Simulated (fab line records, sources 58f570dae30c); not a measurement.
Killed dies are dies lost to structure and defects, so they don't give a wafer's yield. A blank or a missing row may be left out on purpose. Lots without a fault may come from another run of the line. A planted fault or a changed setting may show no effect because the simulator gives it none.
Problem report in the 8D (eight disciplines) form, filled by code | flow berkeley_cmos170 | the parts of the form that need people (team, actions taken, sign-off) are left out

1. THE PROBLEM
chamber_pressure_mTorr at UCB170_CONTACT_ETCH_17 reads a mean of 36.055 mTorr on 1 wafer of 1 lot; wafers without a fault read 30.004 mTorr with a standard deviation of 0.029. That is +99 or more standard deviations from the usual mean.
The step: etches BARC in N2/H2.
First seen on wafer L817.2, day 9 13:59, on rie_diel-03. The record holds 39 wafers of 13 lots with a number at this step. Rule for "out", or "out of limits": more than 4 standard deviations from the usual mean. The other wafers with a number count as sound.

2. WHAT IT IS AND WHAT IT IS NOT
question                    | is                     | is not
which readings at this step | chamber_pressure_mTorr | drypump_motor_current_A, oes_product_au, throttle_valve_pct
which lots                  | L817                   | L812, L813, L814, L816, L818, L822, L826, L827, L829, L830, L831, L832
which wafers of those lots  | L817.2                 | L817.1, L817.3
read on which tools         | rie_diel-03            | rie_diel-01, rie_diel-02
when                        | from day 9 13:59       | up to then (17 sound wafers); but 21 sound wafers of L822, L826, L827, L829, L830, L831, L832 came after

3. SUSPECTS, AND WHAT RULES EACH OUT
Counting: a tool at a process step up to the reading stays a suspect if it ran every lot that is out. Sound lots after the first of them don't rule it out here, since some wafers of a struck lot are sound.
- rie_diel-03 at UCB170_CONTACT_ETCH_17 (etches BARC in N2/H2): kept. It ran the lot that is out, L817 (day 9 13:59); its last sound lot up to then is L812 (day 8 15:01). Its own readings are out on those wafers: chamber_pressure_mTorr.
- Within rie_diel-03 at UCB170_CONTACT_ETCH_17: the wafers that are out ran in chamber 3; their sound lot-mates ran in chambers 0, 2.
Left after counting: rie_diel-03 at UCB170_CONTACT_ETCH_17.

4. THE CAUSE (what the simulator had put in)
Process parameter drift: rie_diel-03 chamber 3, from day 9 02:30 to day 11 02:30, at UCB170_CONTACT_ETCH_17. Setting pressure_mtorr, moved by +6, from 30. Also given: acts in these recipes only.
Counting left only this tool.

5. THE CHAIN OF EFFECTS, in route order
Each row: a reading whose mean over the struck wafers that have a number lies more than 3 standard deviations from the usual. Only readings for which the record gives a usual standard deviation are gone through. hours: the time from each lot's start at the first step in this table that gives one to its start at this step, as a median over the lots. sigmas: the change in usual standard deviations.
hours | step                   | reading                | usual        | on struck wafers | change | sigmas
0     | UCB170_CONTACT_ETCH_17 | chamber_pressure_mTorr | 30.004 mTorr | 36.055           | +6.051 | +99 or more
The process steps in it:
- UCB170_CONTACT_ETCH_17: etches BARC in N2/H2.

6. WHAT WOULD HAVE CAUGHT IT SOONER
In this record the first reading out of limits was taken at day 9 13:59, 11 hours after the fault began at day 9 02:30.
